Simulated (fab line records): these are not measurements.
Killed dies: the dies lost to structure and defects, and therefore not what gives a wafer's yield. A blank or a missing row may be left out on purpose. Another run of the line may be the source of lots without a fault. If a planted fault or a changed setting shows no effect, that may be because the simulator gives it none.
Which tool did it? + flow rit cmos + 11 lots with 33 wafers sampled at 3 steps, on a route of 202 steps

## WHAT THE GAUGES READ, wafer by wafer
RIT_CONTACT_THK_MEAS_01.
| lot  | measured    | on            | CONTACT_TEOS_THK (nm) |
|------|-------------|---------------|-----------------------|
| L514 | day 3 04:50 | film metro-02 | 396 399 400           |
| L515 | day 3 11:38 | film metro-01 | 397 395 407           |
| L516 | day 3 14:16 | film metro-02 | 389 388 398           |
| L517 | day 3 21:51 | film metro-04 | 402 408 404           |
| L518 | day 4 03:25 | film metro-01 | 401 404 406           |
| L519 | day 4 08:53 | film metro-01 | 394 402 401           |
| L526 | day 6 05:20 | film metro-02 | 408 399 397           |
| L530 | day 6 23:06 | film metro-04 | 396 407 404           |
| L534 | day 7 10:29 | film metro-02 | 394 396 397           |
| L536 | day 7 21:15 | film metro-01 | 396 394 401           |
| L537 | day 7 23:52 | film metro-02 | 401 399 406           |

RIT_M1_OVL_MEAS_10.
| lot  | measured    | on         | M1_OVL (nm)    |
|------|-------------|------------|----------------|
| L514 | day 3 08:38 | overlay-02 | -2.7 -1.6 -1.2 |
| L515 | day 3 15:20 | overlay-02 | -4.3 -4.7 -2.6 |
| L516 | day 3 18:02 | overlay-01 | 0.0 0.7 -0.3   |
| L517 | day 4 01:44 | overlay-01 | -1.0 0.5 -0.7  |
| L518 | day 4 07:11 | overlay-01 | 0.3 0.3 -0.5   |
| L519 | day 4 12:38 | overlay-02 | -0.9 -3.1 -1.4 |
| L526 | day 6 08:58 | overlay-02 | -2.2 -0.2 -2.1 |
| L530 | day 7 03:03 | overlay-01 | 1.2 3.1 1.6    |
| L534 | day 7 14:23 | overlay-02 | -3.5 -3.4 -2.3 |
| L536 | day 8 01:01 | overlay-01 | 0.9 3.2 2.0    |
| L537 | day 8 03:30 | overlay-01 | -2.4 -1.4 -2.2 |

## TOOL THAT RAN EACH LOT (tool first, then ch and the chambers of the sampled wafers, then the start)
| lot  | RIT_ACTIVE_CLEAN_16            |
|------|--------------------------------|
| L514 | wet bench-04 ch 0, day 1 15:26 |
| L515 | wet bench-02 ch 0, day 1 21:35 |
| L516 | wet bench-04 ch 0, day 2 01:26 |
| L517 | wet bench-04 ch 2, day 2 06:26 |
| L518 | wet bench-02 ch 3, day 2 14:11 |
| L519 | wet bench-03 ch 2, day 2 16:35 |
| L526 | wet bench-03 ch 1, day 4 03:19 |
| L530 | wet bench-04 ch 0, day 5 01:31 |
| L534 | wet bench-04 ch 0, day 5 19:34 |
| L536 | wet bench-02 ch 2, day 6 06:11 |
| L537 | wet bench-02 ch 1, day 6 11:31 |
- RIT_ACTIVE_CLEAN_16: cleans in dHF, time 30 s.

## WHAT THE TOOLS THEMSELVES READ (means of the sampled wafers that have a number; where no wafer has one, the mark that the record gives instead)
The record holds no such reading with a usual standard deviation.

## THE ANSWER, worked out from the rows above alone
Rule: the lots themselves supply what counts as usual. Put in order of their means at a reading, lots are off if they are a third of the lots or fewer, leave a main group of 4 or more, and stand apart from it by a gap of 3 or more times the standard deviation of the main group's means; of several such gaps the widest counts. A main group whose means are all the same, to the digits that the tables above print for the reading, isn't used. A lot without any number at a reading at which 4 lots or more have one is off too. Where the step has rows for the other lots, those lots are counted as sound. First the gauges in route order, then the tools' own readings, where a lot's mean is used as printed above. At the first step where some lot is off, the reading lying furthest off is the one used; lots without a number count as furthest.
No lot is off on any of the readings shown, so nothing can be concluded from this.

## WHAT HAD BEEN PUT IN BY THE SIMULATOR
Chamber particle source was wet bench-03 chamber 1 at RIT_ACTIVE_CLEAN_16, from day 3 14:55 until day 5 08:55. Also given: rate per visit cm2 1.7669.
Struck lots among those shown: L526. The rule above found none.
